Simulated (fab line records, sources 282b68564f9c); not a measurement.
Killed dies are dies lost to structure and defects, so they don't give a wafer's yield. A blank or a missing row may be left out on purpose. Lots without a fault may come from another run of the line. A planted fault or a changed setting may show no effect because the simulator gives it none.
One fault seen from 2 desks | flow rit_cmos | each desk has only its own numbers; what lay behind them comes last

THE TOOL OWNER'S DESK: iline_stepper-01
The tool's own readings at RIT_GATE_EXPOSE_13 (exposes mask M6, target cd 150 nm): means of the sampled wafers that have a number, for each lot that ran on this tool. A lot is out of limits, marked OUT, if its mean lies more than 4 standard deviations from the usual mean; the brackets give that distance.
Columns: A = exposure_dose_mJ_cm2 at RIT_GATE_EXPOSE_13, usual 380.0
lot  | first seen here | A
L665 | day 2 12:56     | 379.7
L667 | day 2 22:56     | 380.0
L668 | day 3 04:41     | 380.2
L669 | day 3 09:24     | 379.6
L671 | day 3 17:44     | 380.6
L672 | day 4 01:14     | 379.9
L673 | day 4 05:24     | 252.8 (-99 or more) OUT
L675 | day 5 00:53     | 278.2 (-99 or more) OUT
This desk's finding: out of limits on L673, L675; first on L673, day 4 05:24 (exposure_dose_mJ_cm2 at RIT_GATE_EXPOSE_13). In limits: L665, L667, L668, L669, L671, L672.

THE METROLOGY DESK
What the gauges read, lot by lot, whatever tool the lot ran on: means of the sampled wafers that have a number. A lot is out of limits, marked OUT, if its mean lies more than 4 standard deviations from the usual mean; the brackets give that distance.
Columns: A = cd_nm at RIT_GATE_CD_MEAS_16, usual 149.4 nm; B = GATE_OVL at RIT_GATE_OVL_MEAS_17, usual -0.2 nm
lot  | first seen here | A               | B
L665 | day 2 13:20     | 145.7           | -1.3
L666 | day 2 17:05     | 147.3           | -2.2
L667 | day 2 23:22     | 148.6           | -0.2
L668 | day 3 05:05     | 148.5           | -2.1
L669 | day 3 09:48     | 152.2           | 1.2
L670 | day 3 14:38     | 150.6           | 2.9
L671 | day 3 18:08     | 147.8           | -0.5
L672 | day 4 01:38     | 150.8           | -3.5
L673 | day 4 05:57     | 360.0 (+96) OUT | 0.3
L676 | day 5 00:58     | 147.6           | 1.1
L675 | day 5 01:17     | 313.6 (+75) OUT | -2.6
L684 | day 6 14:24     | 149.6           | 1.4
L685 | day 6 18:55     | 151.7           | 1.2
L687 | day 7 03:26     | 149.5           | -0.5
This desk's finding: out of limits on L673, L675; first on L673, day 4 05:57 (cd_nm at RIT_GATE_CD_MEAS_16). In limits: L665, L666, L667, L668, L669, L670, L671, L672, L676, L684, L685, L687.

PUT TOGETHER
The tool owner's desk could have raised an alarm at day 4 05:24, on L673, L675.
The metrology desk could have raised an alarm at day 4 05:57, on L673, L675.
Of the lots named, all ran RIT_GATE_EXPOSE_13 on iline_stepper-01.

WHAT THE SIMULATOR HAD PUT IN
Process parameter drift: iline_stepper-01, from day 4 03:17 on, at RIT_GATE_EXPOSE_13. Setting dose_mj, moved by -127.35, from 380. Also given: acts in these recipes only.
Lots struck among those shown: L673, L675.
Hours from the fault's start to each desk's first reading out of limits: the tool owner's desk, 2; the metrology desk, 3.
